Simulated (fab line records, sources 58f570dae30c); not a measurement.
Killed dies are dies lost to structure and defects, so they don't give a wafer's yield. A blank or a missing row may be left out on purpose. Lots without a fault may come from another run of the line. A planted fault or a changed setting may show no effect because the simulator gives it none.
fab line records | flow berkeley_cmos170
record lots=24 wafers=72 last_day=13
route steps=331 shown PWELL@37 ACTIVE@66 M3@316
lots that met no fault: from a run of the same line without faults
start_h: hours from the record's first day to the start of the lot's first wafer shown | wait_h: hours since the lot's step before | " the same as in the row above | L1.1+2: a row that stands for several wafers | - no value, or no start given | * or withheld: withheld | < > ~ a bound
route shown NAME@n: a module of which the file shows steps, and the number in the route of the first | usual: mean/standard deviation of fault-free wafers | same: alike in all rows | chamber/n: place in a boat | sites: the reading at each site | _std_site: their standard deviation | _edge_site: outer sites' mean less inner sites' | radius_mm: how far each site lies from the wafer's centre | mask NAME#n: copy n | behind: the tool/chamber that last shaped the wafer | hold: why the lot was held/for how many hours/how that ended | device: the transistor (n, p or np) that didn't switch | end of line: the same wafers' tests at the end of the route | a step without rows: its recipe alone | killed: dies lost to structure and defects at the first sort, not the wafer's yield | map: a wafer's dies, x killed, . not, _ none there
set.NAME: the setting as run; set.NAME@STEP: as run at that earlier step | model.NAME: the simulator's own value behind a step, which no gauge read
steps of the route over a sample of lots; a table a step, a row a wafer
services: from which hour (start_h, from the record's first day; less than 0 if before it) a tool's chamber was out of use, for how many hours, and why
## steps
# step UCB170_PWELL_THK_MEAS_03
# recipe reads=SiO2_of_PWELL_OXIDATION_02
# usual PWELL_OXIDE_THK=26.4/0.62
# columns lot.wafer tool chamber start_h wait_h PWELL_OXIDE_THK[nm]
L074.4 film_metro-03 - 47.58 0.0 26.5
L074.5 " - " " 25.9
L074.6 " - " " 26.7
L076.1 film_metro-03 - 55.84 0.0 25.4
L076.4 " - " " 25.9
L076.5 " - " " 25.4
L075.3 film_metro-01 - 55.86 0.0 25.3
L075.5 " - " " 25.6
L075.6 " - " " 25.2
L078.2 film_metro-02 - 63.55 0.0 26.1
L078.3 " - " " 26.3
L078.4 " - " " 25.9
L077.3 film_metro-02 - 67.77 0.0 26.8
L077.4 " - " " 27.3
L077.5 " - " " 27.0
L079.1 film_metro-02 - 75.14 0.0 26.4
L079.4 " - " " 26.3
L079.5 " - " " 26.5
L080.3 film_metro-01 - 75.16 0.0 26.1
L080.5 " - " " 25.8
L080.6 " - " " 26.0
L081.3 film_metro-02 - 82.86 0.0 26.3
L081.5 " - " " 26.3
L081.6 " - " " 26.4
L082.3 film_metro-03 - 82.86 0.0 26.3
L082.5 " - " " 26.4
L082.6 " - " " 26.1
L083.3 film_metro-01 - 92.29 0.0 26.8
L083.4 " - " " 26.5
L083.6 " - " " 26.5
L084.2 film_metro-03 - 92.31 0.0 25.9
L084.3 " - " " 26.1
L084.6 " - " " 26.0
L086.1 film_metro-02 - 100.79 0.0 25.5
L086.3 " - " " 26.0
L086.6 " - " " 25.8
L085.2 film_metro-03 - 100.90 0.1 26.2
L085.3 " - " " 26.0
L085.5 " - " " 25.5
L087.2 film_metro-01 - 115.12 0.0 25.6
L087.3 " - " " 26.0
L087.6 " - " " 25.8
L088.2 film_metro-03 - 115.13 0.0 26.2
L088.3 " - " " 26.5
L088.6 " - " " 26.7
L089.2 film_metro-02 - 129.45 0.0 27.2
L089.3 " - " " 27.3
L089.4 " - " " 27.1
L090.2 film_metro-01 - 135.95 0.0 26.0
L090.3 " - " " 25.7
L090.4 " - " " 26.2
L091.3 film_metro-03 - 144.61 0.0 25.8
L091.4 " - " " 25.9
L091.5 " - " " 25.6
L092.3 film_metro-01 - 144.61 0.0 26.0
L092.4 " - " " 26.1
L092.6 " - " " 26.0
L093.1 film_metro-03 - 150.12 0.0 27.1
L093.4 " - " " 27.1
L093.5 " - " " 27.4
L094.1 film_metro-01 - 150.12 0.0 27.2
L094.4 " - " " 28.0
L094.5 " - " " 27.7
L095.1 film_metro-03 - 160.89 0.0 27.3
L095.3 " - " " 27.5
L095.4 " - " " 27.5
L096.3 film_metro-01 - 160.91 0.0 26.7
L096.4 " - " " 26.6
L096.5 " - " " 26.5
L097.2 film_metro-03 - 166.34 0.0 26.7
L097.4 " - " " 26.5
L097.6 " - " " 26.2
# step UCB170_PWELL_STRIP_16
# recipe chemistry=O2 power_w=400 pressure_mtorr=3500 platen_temp_c=withheld o2_flow_sccm=400 overash_fraction=0.5
# usual chamber_pressure_mTorr=3500/3.1 drypump_motor_current_A=5.8/0.41 oes_product_au=0.720/0.0048 strip_time_to_endpoint_s=18.09/0.081
# columns lot.wafer tool chamber start_h wait_h chamber_pressure_mTorr drypump_motor_current_A oes_product_au rf_hours_counter_h strip_time_to_endpoint_s
L074.4 plasma_asher-04 1 56.64 0.1 3501 5.2 0.711 - 18.21
L074.5 " 1 " " 3497 5.2 0.714 - 18.26
L074.6 " 0 " " 3497 5.9 0.722 - 18.15
L075.3 plasma_asher-04 1 64.25 0.1 3504 5.2 0.722 - 18.03
L075.5 " 1 " " 3498 5.2 0.716 - 18.22
L075.6 " 0 " " 3494 5.9 0.719 - 18.21
L076.1 plasma_asher-01 1 64.49 0.1 3503 6.2 0.730 32 18.12
L076.4 " 0 " " 3500 6.3 0.720 - 17.88
L076.5 " 0 " " 3501 6.2 0.725 - 17.88
L078.2 plasma_asher-04 0 74.89 0.1 3503 5.9 0.725 29 18.05
L078.3 " 0 " " 3501 5.9 0.731 - 17.97
L078.4 " 1 " " 3499 5.2 0.723 - 17.92
L077.3 plasma_asher-03 0 75.12 0.1 3497 5.4 0.719 - 18.23
L077.4 " 1 " " 3502 5.5 0.728 - 18.15
L077.5 " 0 " " 3501 5.4 0.726 - 17.95
L079.1 plasma_asher-03 0 83.31 0.1 3494 5.4 0.719 35 18.04
L079.4 " 1 " " 3501 5.6 0.715 - 18.11
L079.5 " 1 " " 3498 5.6 0.717 - 18.05
L080.3 plasma_asher-01 0 83.62 0.1 3496 6.3 0.719 - 18.18
L080.5 " 1 " " 3495 6.2 0.723 - 18.09
L080.6 " 0 " " 3498 6.3 0.733 - 18.08
L081.3 plasma_asher-04 1 92.81 0.1 3498 5.2 0.719 - 18.06
L081.5 " 0 " " 3502 5.9 0.722 - 18.15
L081.6 " 1 " " 3507 5.2 0.720 - 18.11
L082.3 plasma_asher-01 0 93.00 0.1 3499 6.3 0.724 - 18.06
L082.5 " 0 " " 3502 6.3 0.724 - 18.12
L082.6 " 1 " " 3503 6.2 0.713 - 18.16
L084.2 plasma_asher-01 1 102.19 0.1 3498 6.2 0.717 37 17.97
L084.3 " 0 " " 3497 6.3 0.720 - 18.05
L084.6 " 1 " " 3502 6.2 0.722 - 18.07
L083.3 plasma_asher-04 0 102.49 0.1 3494 5.9 0.722 - 18.03
L083.4 " 1 " " 3499 5.2 0.719 - 18.01
L083.6 " 1 " " 3501 5.2 0.723 - 18.14
L086.1 plasma_asher-01 0 112.45 0.1 3504 6.3 0.708 38 18.09
L086.3 " 1 " " 3505 6.2 0.715 - 18.01
L086.6 " 1 " " 3504 6.2 0.719 - 18.12
L085.2 plasma_asher-01 1 112.77 0.1 3502 6.2 0.726 39 18.08
L085.3 " 0 " " 3495 6.3 0.728 - 18.03
L085.5 " 1 " " 3505 6.2 0.711 - 18.00
L087.2 plasma_asher-04 0 127.14 0.1 3496 5.9 0.722 34 18.06
L087.3 " 1 " " 3500 5.2 0.727 - 18.13
L087.6 " 1 " " 3501 5.2 0.720 - 18.12
L088.2 plasma_asher-01 0 127.39 0.1 3499 6.3 0.711 41 17.97
L088.3 " 0 " " 3500 6.3 0.720 - 18.06
L088.6 " 0 " " 3501 6.3 0.720 - 18.11
L089.2 plasma_asher-01 1 141.03 0.1 3506 6.2 0.719 41 18.23
L089.3 " 0 " " 3503 6.3 0.722 - 18.18
L089.4 " 1 " " 3496 6.2 0.716 - 18.08
L090.2 plasma_asher-01 1 145.04 0.1 3501 6.2 0.716 42 18.16
L090.3 " 1 " " 3498 6.2 0.718 - 18.00
L090.4 " 0 " " 3499 6.2 0.713 - 18.13
L091.3 plasma_asher-04 1 152.88 0.1 3499 5.2 0.721 - 18.17
L091.4 " 0 " " 3496 5.9 0.724 - 18.17
L091.5 " 0 " " 3505 5.9 0.720 - 18.11
L092.3 plasma_asher-03 0 153.12 0.1 3508 5.4 0.725 - 18.12
L092.4 " 1 " " 3507 5.5 0.718 - 17.98
L092.6 " 1 " " 3493 5.6 0.716 - 18.12
L094.1 plasma_asher-04 1 161.59 0.1 3496 5.2 0.719 37 18.03
L094.4 " 0 " " 3505 5.9 0.718 - 18.09
L094.5 " 1 " " 3498 5.2 0.719 - 18.01
L093.1 plasma_asher-01 0 161.83 0.1 3502 6.3 0.719 42 18.10
L093.4 " 1 " " 3502 6.2 0.720 - 18.10
L093.5 " 0 " " 3506 6.3 0.718 - 18.04
L096.3 plasma_asher-04 0 170.72 0.1 3504 5.9 0.720 - 18.01
L096.4 " 1 " " 3505 5.2 0.722 - 18.21
L096.5 " 1 " " 3502 5.2 0.725 - 18.17
L095.1 plasma_asher-03 1 170.92 0.1 3500 5.6 0.719 5 18.13
L095.3 " 1 " " 3500 5.6 0.726 - 17.98
L095.4 " 0 " " 3502 5.5 0.727 - 18.12
L097.2 plasma_asher-03 0 178.54 0.1 3492 5.4 0.718 6 18.18
L097.4 " 0 " " 3504 5.5 0.723 - 18.22
L097.6 " 0 " " 3499 5.4 0.720 - 18.13
# step UCB170_ACTIVE_THK_MEAS_06
# recipe reads=Si3N4_of_ACTIVE_CVD_05
# usual ACTIVE_NITRIDE_THK=220.8/2.2
# columns lot.wafer tool chamber start_h wait_h ACTIVE_NITRIDE_THK[nm]
L074.4 film_metro-04 - 90.95 0.1 223.4
L074.5 " - " " 226.8
L074.6 " - " " 225.5
L076.1 film_metro-04 - 90.98 0.1 223.3
L076.4 " - " " 223.6
L076.5 " - " " 221.6
L075.3 film_metro-03 - 91.03 0.2 220.8
L075.5 " - " " 220.3
L075.6 " - " " 221.4
L078.2 film_metro-03 - 110.15 0.0 218.3
L078.3 " - " " 220.7
L078.4 " - " " 220.3
L077.3 film_metro-04 - 110.16 0.0 219.9
L077.4 " - " " 219.3
L077.5 " - " " 219.6
L079.1 film_metro-04 - 123.16 0.0 218.2
L079.4 " - " " 221.4
L079.5 " - " " 219.3
L080.3 film_metro-02 - 123.18 0.0 222.0
L080.5 " - " " 221.0
L080.6 " - " " 221.3
L081.3 film_metro-03 - 136.52 0.0 217.4
L081.5 " - " " 219.7
L081.6 " - " " 219.6
L082.3 film_metro-02 - 136.52 0.0 221.7
L082.5 " - " " 221.7
L082.6 " - " " 222.3
L083.3 film_metro-02 - 145.18 0.0 221.5
L083.4 " - " " 224.3
L083.6 " - " " 224.9
L084.2 film_metro-03 - 145.21 0.1 219.5
L084.3 " - " " 222.3
L084.6 " - " " 220.4
L085.2 film_metro-02 - 150.70 0.0 217.0
L085.3 " - " " 218.1
L085.5 " - " " 215.5
L086.1 film_metro-04 - 150.71 0.0 224.0
L086.3 " - " " 224.3
L086.6 " - " " 223.9
L087.2 film_metro-03 - 163.45 0.0 222.6
L087.3 " - " " 219.8
L087.6 " - " " 220.7
L088.2 film_metro-02 - 163.45 0.0 220.6
L088.3 " - " " 218.9
L088.6 " - " " 219.3
L089.2 film_metro-03 - 173.50 0.0 221.4
L089.3 " - " " 223.1
L089.4 " - " " 221.3
L090.2 film_metro-03 - 180.41 0.0 218.3
L090.3 " - " " 220.8
L090.4 " - " " 219.2
L091.3 film_metro-03 - 194.45 0.0 218.4
L091.4 " - " " 217.0
L091.5 " - " " 219.5
L092.3 film_metro-04 - 194.45 0.0 220.4
L092.4 " - " " 220.9
L092.6 " - " " 222.9
L093.1 film_metro-02 - 201.37 0.0 223.5
L093.4 " - " " 222.4
L093.5 " - " " 221.6
L094.1 film_metro-04 - 201.37 0.0 217.5
L094.4 " - " " 220.4
L094.5 " - " " 219.7
L095.1 film_metro-03 - 201.37 0.0 219.6
L095.3 " - " " 220.7
L095.4 " - " " 219.8
L096.3 film_metro-04 - 201.45 0.1 220.6
L096.4 " - " " 220.8
L096.5 " - " " 218.8
L097.2 film_metro-02 - 216.73 0.0 218.8
L097.4 " - " " 218.4
L097.6 " - " " 220.7
# step UCB170_ACTIVE_CD_MEAS_13
# recipe target_cd_nm=1200
# usual cd_nm=1199.6/1.3
# columns lot.wafer tool chamber start_h wait_h cd_nm
L074.4 cd_sem-01 - 92.32 - 1202.8
L074.5 " - " " 1201.4
L074.6 " - " " 1201.9
L076.1 cd_sem-02 - 92.42 - 1200.9
L076.4 " - " " 1200.0
L076.5 " - " " 1202.0
L075.3 cd_sem-02 - 92.74 - 1201.3
L075.5 " - " " 1200.9
L075.6 " - " " 1201.2
L078.2 cd_sem-02 - 111.19 - 1199.9
L078.3 " - " " 1199.7
L078.4 " - " " 1199.5
L077.3 cd_sem-02 - 111.93 - 1200.8
L077.4 " - " " 1200.7
L077.5 " - " " 1200.7
L079.1 cd_sem-02 - 124.06 - 1198.2
L079.4 " - " " 1198.3
L079.5 " - " " 1198.8
L080.3 cd_sem-02 - 124.37 - 1200.2
L080.5 " - " " 1201.2
L080.6 " - " " 1200.0
L081.3 cd_sem-02 - 137.44 - 1198.0
L081.5 " - " " 1199.2
L081.6 " - " " 1198.9
L082.3 cd_sem-01 - 137.69 - 1200.0
L082.5 " - " " 1199.8
L082.6 " - " " 1198.8
L083.3 cd_sem-02 - 146.43 - 1199.3
L083.4 " - " " 1199.8
L083.6 " - " " 1199.0
L084.2 cd_sem-02 - 146.69 - 1197.7
L084.3 " - " " 1196.8
L084.6 " - " " 1199.6
L085.2 cd_sem-02 - 151.72 - 1199.5
L085.3 " - " " 1199.6
L085.5 " - " " 1200.4
L086.1 cd_sem-01 - 151.92 - 1200.7
L086.3 " - " " 1199.7
L086.6 " - " " 1198.3
L087.2 cd_sem-02 - 164.36 - 1198.1
L087.3 " - " " 1199.1
L087.6 " - " " 1199.2
L088.2 cd_sem-01 - 164.64 - 1198.7
L088.3 " - " " 1199.4
L088.6 " - " " 1198.6
L089.2 cd_sem-01 - 174.63 - 1201.2
L089.3 " - " " 1199.3
L089.4 " - " " 1202.1
L090.2 cd_sem-02 - 181.32 - 1199.1
L090.3 " - " " 1199.4
L090.4 " - " " 1200.1
L091.3 cd_sem-01 - 195.49 - 1201.3
L091.4 " - " " 1200.9
L091.5 " - " " 1200.4
L092.3 cd_sem-02 - 195.61 - 1200.4
L092.4 " - " " 1199.1
L092.6 " - " " 1199.5
L094.1 cd_sem-02 - 202.47 - 1197.5
L094.4 " - " " 1198.5
L094.5 " - " " 1199.6
L093.1 cd_sem-01 - 202.74 - 1198.9
L093.4 " - " " 1198.2
L093.5 " - " " 1198.9
L095.1 cd_sem-01 - 203.02 - 1199.7
L095.3 " - " " 1199.8
L095.4 " - " " 1199.3
L096.3 cd_sem-02 - 203.07 - 1199.0
L096.4 " - " " 1199.9
L096.5 " - " " 1199.1
L097.2 cd_sem-02 - 218.01 - 1198.2
L097.4 " - " " 1197.4
L097.6 " - " " 1198.3
# step UCB170_ACTIVE_ETCH_15
# recipe chemistry=CH3F/Ar/O2 target=Si3N4 stop_on=SiO2 CH3F_flow_sccm=20 Ar_flow_sccm=50 O2_flow_sccm=7 pressure_mtorr=50 rf_w=450 target_depth_a=2420 over_etch_frac=0.1 time_s=151
# usual chamber_pressure_mTorr=50.00/0.04 drypump_motor_current_A=5.9/0.39 oes_product_au=0.937/0.014 throttle_valve_pct=8.08/0.16
# same over_etch_frac=0.1
# columns lot.wafer tool chamber start_h wait_h chamber_pressure_mTorr drypump_motor_current_A oes_product_au rf_hours_counter_h throttle_valve_pct
L074.4 rie_diel-02 1 92.42 0.0 49.94 6.0 0.968 131 7.90
L074.5 " 2 " " 50.00 6.4 0.966 - 8.36
L074.6 " 3 " " 50.03 6.4 0.934 - 8.20
L076.1 rie_diel-01 1 92.57 0.0 49.98 4.9 0.925 132 8.25
L076.4 " 3 " " 50.01 6.0 0.943 117 8.01
L076.5 " 0 " " 49.98 6.1 0.963 - 8.18
L075.3 rie_diel-02 2 92.85 0.0 50.05 6.4 0.951 39 8.36
L075.5 " 1 " " 49.99 6.1 0.947 - 7.88
L075.6 " 2 " " 50.02 6.4 0.945 - 8.35
L078.2 rie_diel-02 1 111.32 0.0 50.03 6.0 0.946 132 7.90
L078.3 " 2 " " 49.98 6.4 0.948 40 8.35
L078.4 " 3 " " 49.95 6.4 0.919 12 8.18
L077.3 rie_diel-01 2 112.05 0.0 49.97 5.8 0.930 34 7.92
L077.4 " 2 " " 50.01 5.8 0.918 - 7.92
L077.5 " 1 " " 49.99 4.9 0.920 - 8.25
L079.1 rie_diel-04 3 124.21 0.0 50.07 5.9 0.940 9 8.26
L079.4 " 1 " " 49.99 5.8 0.924 25 8.01
L079.5 " 3 " " 50.02 5.9 0.939 - 8.24
L080.3 rie_diel-02 3 124.49 0.0 50.03 6.4 0.926 12 8.19
L080.5 " 3 " " 49.94 6.4 0.923 - 8.20
L080.6 " 0 " " 50.03 5.7 0.924 - 8.01
L081.3 rie_diel-01 3 137.56 0.0 49.92 6.0 0.938 119 8.00
L081.5 " 2 " " 49.99 5.8 0.923 - 7.93
L081.6 " 3 " " 49.94 6.0 0.920 - 8.02
L082.3 rie_diel-02 3 137.80 0.0 49.95 6.4 0.923 13 8.20
L082.5 " 3 " " 49.92 6.4 0.918 - 8.21
L082.6 " 0 " " 49.92 5.7 0.944 - 8.02
L083.3 rie_diel-02 0 146.55 0.0 50.04 5.7 0.929 13 8.00
L083.4 " 2 " " 50.01 6.4 0.952 41 8.36
L083.6 " 1 " " 50.00 6.1 0.958 - 7.92
L084.2 rie_diel-01 2 146.82 0.0 49.98 5.9 0.918 35 7.93
L084.3 " 3 " " 49.98 6.0 0.940 120 8.01
L084.6 " 2 " " 50.07 5.8 0.917 - 7.94
L085.2 rie_diel-04 2 151.85 0.0 50.00 5.5 0.941 6 8.05
L085.3 " 3 " " 50.03 6.0 0.934 9 8.23
L085.5 " 2 " " 50.05 5.5 0.935 - 8.03
L086.1 rie_diel-01 3 152.08 0.0 49.99 6.0 0.943 120 8.01
L086.3 " 1 " " 50.01 4.9 0.932 134 8.25
L086.6 " 3 " " 50.00 6.0 0.941 - 8.01
L087.2 rie_diel-02 1 164.50 0.0 49.99 6.0 0.960 133 7.92
L087.3 " 0 " " 49.97 5.7 0.929 14 8.01
L087.6 " 3 " " 49.96 6.3 0.922 - 8.20
L088.2 rie_diel-04 3 164.77 0.0 50.00 5.9 0.941 10 8.22
L088.3 " 0 " " 50.00 5.9 0.944 58 7.83
L088.6 " 2 " " 50.00 5.5 0.935 - 8.03
L089.2 rie_diel-01 2 174.77 0.0 50.00 5.8 0.934 37 7.93
L089.3 " 1 " " 50.04 4.9 0.927 135 8.25
L089.4 " 0 " " 49.99 6.1 0.956 104 8.18
L090.2 rie_diel-04 0 181.46 0.0 49.97 5.9 0.941 59 7.84
L090.3 " 3 " " 49.97 5.9 0.942 11 8.23
L090.4 " 1 " " 49.95 5.8 0.912 26 8.02
L091.3 rie_diel-01 0 195.61 0.0 50.03 6.1 0.957 104 8.16
L091.4 " 1 " " 50.03 4.9 0.915 136 8.24
L091.5 " 1 " " 50.02 4.9 0.920 - 8.25
L092.3 rie_diel-02 3 195.73 0.0 50.01 6.4 0.916 15 8.19
L092.4 " 0 " " 49.92 5.7 0.932 15 8.00
L092.6 " 1 " " 50.05 6.1 0.958 - 7.90
L094.1 rie_diel-04 0 202.62 0.0 49.97 5.9 0.933 60 7.84
L094.4 " 1 " " 49.99 5.8 0.917 28 8.03
L094.5 " 0 " " 49.88 5.9 0.952 - 7.82
L093.1 rie_diel-02 1 202.90 0.0 49.94 6.1 0.954 134 7.91
L093.4 " 0 " " 50.00 5.7 0.945 15 8.00
L093.5 " 2 " " 50.05 6.4 0.940 - 8.34
L095.1 rie_diel-01 0 203.17 0.0 50.02 6.1 0.954 105 8.17
L095.3 " 1 " " 50.05 4.9 0.913 136 8.25
L095.4 " 3 " " 50.07 6.0 0.935 122 8.02
L096.3 rie_diel-04 3 203.19 0.0 50.05 5.9 0.948 12 8.24
L096.4 " 0 " " 50.03 5.9 0.950 60 7.81
L096.5 " 2 " " 50.02 5.5 0.926 - 8.04
L097.2 rie_diel-04 1 218.14 0.0 50.01 5.8 0.924 29 8.01
L097.4 " 2 " " 49.99 5.5 0.930 10 8.03
L097.6 " 2 " " 50.01 5.5 0.945 - 8.04
# step UCB170_M3_STRIP_07
# recipe chemistry=O2 power_w=400 pressure_mtorr=3500 platen_temp_c=withheld o2_flow_sccm=400 overash_fraction=0.5
# usual chamber_pressure_mTorr=3500/3.3 drypump_motor_current_A=5.7/0.38 oes_product_au=0.735/0.0046 strip_time_to_endpoint_s=21.97/0.06
# columns lot.wafer tool chamber start_h wait_h chamber_pressure_mTorr drypump_motor_current_A oes_product_au rf_hours_counter_h strip_time_to_endpoint_s
L075.3 plasma_asher-04 1 196.81 0.1 3497 5.2 0.737 - 22.00
L075.5 " 1 " " 3500 5.2 0.735 - 21.97
L075.6 " 0 " " 3500 5.8 0.733 - 22.00
L074.4 plasma_asher-01 1 199.89 0.1 3499 6.2 0.739 - 21.90
L074.5 " 0 " " 3499 6.3 0.729 - 21.88
L074.6 " 1 " " 3506 6.2 0.745 - 21.90
L076.1 plasma_asher-04 0 200.55 0.1 3500 5.9 0.733 41 22.06
L076.4 " 0 " " 3498 5.9 0.738 - 22.03
L076.5 " 1 " " 3498 5.2 0.738 - 22.03
L078.2 plasma_asher-03 1 205.88 0.1 3504 5.5 0.739 9 21.88
L078.3 " 1 " " 3505 5.6 0.729 - 21.91
L078.4 " 0 " " 3500 5.4 0.733 - 21.90
L077.3 plasma_asher-03 1 207.21 0.1 3499 5.6 0.730 - 22.03
L077.4 " 0 " " 3505 5.4 0.740 - 21.96
L077.5 " 0 " " 3503 5.5 0.734 - 21.97
L079.1 plasma_asher-04 0 222.49 0.1 3504 5.9 0.729 43 22.04
L079.4 " 1 " " 3503 5.2 0.735 - 21.96
L079.5 " 0 " " 3502 5.9 0.733 - 21.93
L080.3 plasma_asher-04 0 224.21 0.1 3500 5.9 0.735 - 21.92
L080.5 " 1 " " 3503 5.2 0.740 - 21.94
L080.6 " 0 " " 3503 5.9 0.730 - 21.91
L082.3 plasma_asher-01 1 234.99 0.1 3502 6.2 0.738 - 22.04
L082.5 " 0 " " 3494 6.3 0.733 - 22.02
L082.6 " 1 " " 3499 6.2 0.733 - 22.02
L081.3 plasma_asher-04 1 237.07 0.1 3507 5.2 0.730 - 21.87
L081.5 " 0 " " 3500 5.9 0.740 - 21.92
L081.6 " 1 " " 3499 5.2 0.739 - 21.84
L083.3 plasma_asher-01 0 251.21 0.1 3500 6.3 0.739 - 22.00
L083.4 " 1 " " 3506 6.2 0.733 - 21.98
L083.6 " 0 " " 3504 6.3 0.730 - 22.04
L084.2 plasma_asher-04 0 251.41 0.1 3497 5.9 0.730 47 21.96
L084.3 " 1 " " 3506 5.2 0.736 - 21.92
L084.6 " 0 " " 3498 5.9 0.740 - 21.91
L086.1 plasma_asher-03 1 252.80 0.1 3500 5.6 0.740 14 21.97
L086.3 " 0 " " 3503 5.4 0.734 - 21.93
L086.6 " 0 " " 3502 5.4 0.739 - 21.93
L085.2 plasma_asher-04 0 252.86 0.1 3505 5.9 0.728 47 21.98
L085.3 " 1 " " 3500 5.2 0.730 - 21.94
L085.5 " 1 " " 3502 5.2 0.738 - 21.99
L088.2 plasma_asher-04 0 260.08 0.1 3505 5.9 0.737 48 21.89
L088.3 " 0 " " 3506 5.9 0.739 - 21.88
L088.6 " 1 " " 3499 5.2 0.743 - 21.89
L087.2 plasma_asher-04 1 265.33 0.1 3498 5.2 0.734 48 22.01
L087.3 " 1 " " 3504 5.2 0.725 - 22.00
L087.6 " 1 " " 3502 5.2 0.732 - 21.93
L090.2 plasma_asher-03 0 271.26 0.1 3501 5.4 0.736 16 21.99
L090.3 " 1 " " 3503 5.5 0.739 - 22.05
L090.4 " 0 " " 3501 5.5 0.732 - 22.02
L089.2 plasma_asher-03 0 272.35 0.1 3496 5.4 0.737 16 22.01
L089.3 " 1 " " 3506 5.6 0.736 - 22.04
L089.4 " 0 " " 3499 5.4 0.738 - 22.02
L092.3 plasma_asher-03 1 285.94 0.1 3497 5.6 0.734 - 21.98
L092.4 " 0 " " 3491 5.4 0.729 - 21.99
L092.6 " 1 " " 3502 5.6 0.742 - 22.01
L091.3 plasma_asher-01 0 287.10 0.1 3497 6.3 0.737 - 21.98
L091.4 " 1 " " 3497 6.2 0.744 - 22.03
L091.5 " 0 " " 3496 6.2 0.732 - 22.05
L096.3 plasma_asher-03 0 295.10 0.1 3497 5.4 0.739 - 22.00
L096.4 " 1 " " 3496 5.6 0.737 - 21.99
L096.5 " 1 " " 3505 5.6 0.732 - 21.88
L094.1 plasma_asher-04 0 295.31 0.1 3504 5.9 0.733 52 21.98
L094.4 " 0 " " 3503 5.9 0.731 - 21.99
L094.5 " 0 " " 3500 5.9 0.728 - 21.98
L093.1 plasma_asher-03 1 299.68 0.1 3499 5.6 0.736 19 21.96
L093.4 " 0 " " 3502 5.4 0.743 - 22.00
L093.5 " 1 " " 3500 5.6 0.739 - 21.97
L095.1 plasma_asher-01 1 299.73 0.1 3499 6.2 0.738 57 21.89
L095.3 " 0 " " 3498 6.2 0.743 - 21.86
L095.4 " 1 " " 3505 6.2 0.743 - 21.83
L097.2 plasma_asher-01 0 305.05 0.1 3498 6.3 0.740 58 22.05
L097.4 " 1 " " 3501 6.2 0.739 - 22.05
L097.6 " 0 " " 3502 6.3 0.739 - 22.02
## services
# columns tool chamber start_h hours kind
plasma_asher-01 - 44.35 1.9 repair
plasma_asher-04 - 48.28 4.3 pm
rie_diel-01 3 59.71 15.2 repair
rie_diel-01 - 61.66 2.8 pm
rie_diel-01 0 68.04 8.2 repair
rie_diel-04 0 100.17 12.3 repair
plasma_asher-03 - 106.32 1.1 repair
plasma_asher-04 - 107.23 14.6 pm
plasma_asher-03 - 108.75 9.0 pm
plasma_asher-03 0 108.75 9.0 vent_cycle
plasma_asher-03 1 108.75 9.0 vent_cycle
rie_diel-01 0 111.92 2.8 repair
rie_diel-02 1 113.05 1.9 repair
plasma_asher-03 0 117.75 - clean
plasma_asher-03 1 117.75 - clean
rie_diel-04 0 132.94 4.9 repair
rie_diel-04 1 154.96 10.1 repair
rie_diel-02 3 171.36 1.8 repair
plasma_asher-01 - 173.28 1.4 repair
rie_diel-04 0 187.62 7.2 repair
plasma_asher-04 - 193.42 2.6 repair
rie_diel-02 - 207.23 14.6 pm
rie_diel-02 1 245.18 1.5 repair
rie_diel-01 1 264.44 1.4 repair
## key
fault none
